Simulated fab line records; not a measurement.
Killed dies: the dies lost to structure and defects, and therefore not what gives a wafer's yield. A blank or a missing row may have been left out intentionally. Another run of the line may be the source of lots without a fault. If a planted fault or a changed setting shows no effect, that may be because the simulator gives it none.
A struck lot beside a sound one -- flow berkeley_cmos170 -- 14 out of 331 route steps
Sound: wafers L586.2, L586.3, L586.6. Struck: wafer L593.3 (left out: L593.2, L593.6 of the same lot, which were not struck); the cause appears at the end.
Per side, at each step with rows, come the tool, then ch with its chambers, and then its first start. Under that, the readings that differ: sound wafers -- struck wafers -- difference of the means -- sigmas: that difference in standard deviations of wafers without a fault.
alike: same words and numbers on both sides, and readings whose means sit less than 2 such deviations apart. not compared: any withheld reading, any reading some wafer has no value for, any bound like >300 that may hide the same value, and any number with overlapping values for which the record gives no deviation.
Wherever a step has rows on one side only, a row that says differs or no value, or a row with sigmas, the two part there. Non-overlapping numbers with no deviation appear without sigmas and do not part them. A reading that every wafer of one side lacks parts them only if that side has two wafers or more.

first, 1 step without rows for these wafers: UCB170_CONTACT_SOFTBAKE_05 (time 60 s).
UCB170_CONTACT_STRIP_06: strips in O2.
  sound on plasma_asher-04 ch 0,1, day 8 09:55; struck on plasma_asher-04 ch 0, day 10 05:37
  alike: drypump_motor_current_A, oes_product_au, strip_time_to_endpoint_s
  not compared: rf_hours_counter_h
then, 1 step without rows for these wafers: UCB170_CONTACT_CLEAN_07 (cleans in SPM, time 600 s).
UCB170_CONTACT_RTA_08: time 10 s.
  sound on rtp_anneal-02 ch 0, day 8 10:18; struck on rtp_anneal-02 ch 0, day 10 05:53
  alike: lamp_power_pct, wafer_temp_C_max
then, 6 steps without rows for these wafers: UCB170_CONTACT_COAT_09; UCB170_CONTACT_COAT_10 (resist thk 900 nm); UCB170_CONTACT_SOFTBAKE_11 (time 60 s); UCB170_CONTACT_EXPOSE_12 (exposes mask CONT, target cd 700 nm); UCB170_CONTACT_PEB_13; UCB170_CONTACT_DEVELOP_14 (develop time 45 s).
UCB170_CONTACT_CD_MEAS_15: the cd target is 700 nm.
  sound on cd_sem-01, day 8 11:57; struck on cd_sem-02, day 10 07:38
  alike: cd_nm
UCB170_CONTACT_OVL_MEAS_16:
  sound on overlay-01, day 8 12:04; struck on overlay-01, day 10 07:44
  alike: CONTACT_OVL
UCB170_CONTACT_ETCH_17: etches BARC in N2/H2.
  sound on rie_diel-04 ch 0,2, day 8 12:05; struck on rie_diel-04 ch 0, day 10 07:46
reading,sound,struck,difference,sigmas
oes_product_au (a.u.),1.01 1.04 1.02,0.94,-0.08,-2
rf_fwd_power_W (W),493.4 493.9 493.7,413.5,-80.2,-40
  alike: drypump_motor_current_A, throttle_valve_pct
UCB170_CONTACT_ETCH_18: etches PSG in CHF3/CF4/Ar, stops on TiSi2, target depth 840 nm, time 195 s.
  sound: rie_diel-04 ch 0,2; struck: rie_diel-04 ch 0
  alike: drypump_motor_current_A, oes_product_au, rf_fwd_power_W, throttle_valve_pct
  not compared: rf_hours_counter_h

== WHERE THEY PART ==
Only at UCB170_CONTACT_ETCH_17, as far as this record shows. Later steps at which nothing parts them and some readings are alike: UCB170_CONTACT_ETCH_18.

WHY: what had been put in by the simulator
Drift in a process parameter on rie_diel-04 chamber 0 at UCB170_CONTACT_ETCH_17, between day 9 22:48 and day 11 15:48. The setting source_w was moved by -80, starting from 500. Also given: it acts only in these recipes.
